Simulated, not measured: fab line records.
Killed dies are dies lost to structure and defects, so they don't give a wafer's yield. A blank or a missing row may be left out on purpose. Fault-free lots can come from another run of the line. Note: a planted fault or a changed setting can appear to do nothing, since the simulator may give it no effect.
Chamber matching + flow berkeley-cmos170 + UCB170_NWELL_ETCH_13 on rie-diel-01 has 4 sister chambers
The step etches Si3N4 in CH3F/Ar/O2, stops on SiO2, target depth 246.4 nm, time 154 s. 8 wafers are shown with their chamber, then 7 later ones without.

EACH WAFER AND ITS CHAMBER
| wafer  | chamber | drypump-motor-current-A (A) | throttle-valve-pct (%) |
|--------|---------|-----------------------------|------------------------|
| L754.3 | 0       | 6.5                         | 8.12                   |
| L754.6 | 0       | 6.5                         | 8.11                   |
| L760.3 | 1       | 5.3                         | 7.88                   |
| L760.5 | 1       | 5.3                         | 7.88                   |
| L762.2 | 3       | 6.0                         | 8.11                   |
| L762.5 | 3       | 5.9                         | 8.09                   |
| L763.3 | 2       | 6.0                         | 7.93                   |
| L763.5 | 2       | 6.0                         | 7.95                   |

WAFERS WHOSE CHAMBER IS MISSING
| wafer  | drypump-motor-current-A (A) | throttle-valve-pct (%) |
|--------|-----------------------------|------------------------|
| L763.6 | 5.3                         | 7.88                   |
| L767.2 | 5.3                         | 7.91                   |
| L767.4 | 6.1                         | 7.96                   |
| L767.6 | 5.3                         | 7.87                   |
| L768.1 | 5.3                         | 7.90                   |
| L768.2 | 5.9                         | 8.11                   |
| L768.4 | 6.0                         | 7.95                   |

EACH ONE'S CHAMBER
| wafer  | from the rows above | in truth |
|--------|---------------------|----------|
| L763.6 | 1                   | 1        |
| L767.2 | 1                   | 1        |
| L767.4 | 2                   | 2        |
| L767.6 | 1                   | 1        |
| L768.1 | 1                   | 1        |
| L768.2 | 3                   | 3        |
| L768.4 | 2                   | 2        |
Placed correctly: 7 of 7. Can't be placed from these rows: 0. 0 placed wrongly.
How it was worked out, from the rows above alone: a wafer's distance from a chamber is the root of the sum, over the readings, of the square of ((its reading less the chamber's mean) divided by the reading's scatter). If the next closest chamber is less than 2 further off than the closest, the wafer can't be placed; otherwise it belongs to the closest. For every chamber, the mean is computed from those of its wafers that are shown. How the scatter is found: for the shown wafers, subtract from each reading the mean of its chamber, square and add these, divide the total by (wafers less chambers), then take the root.
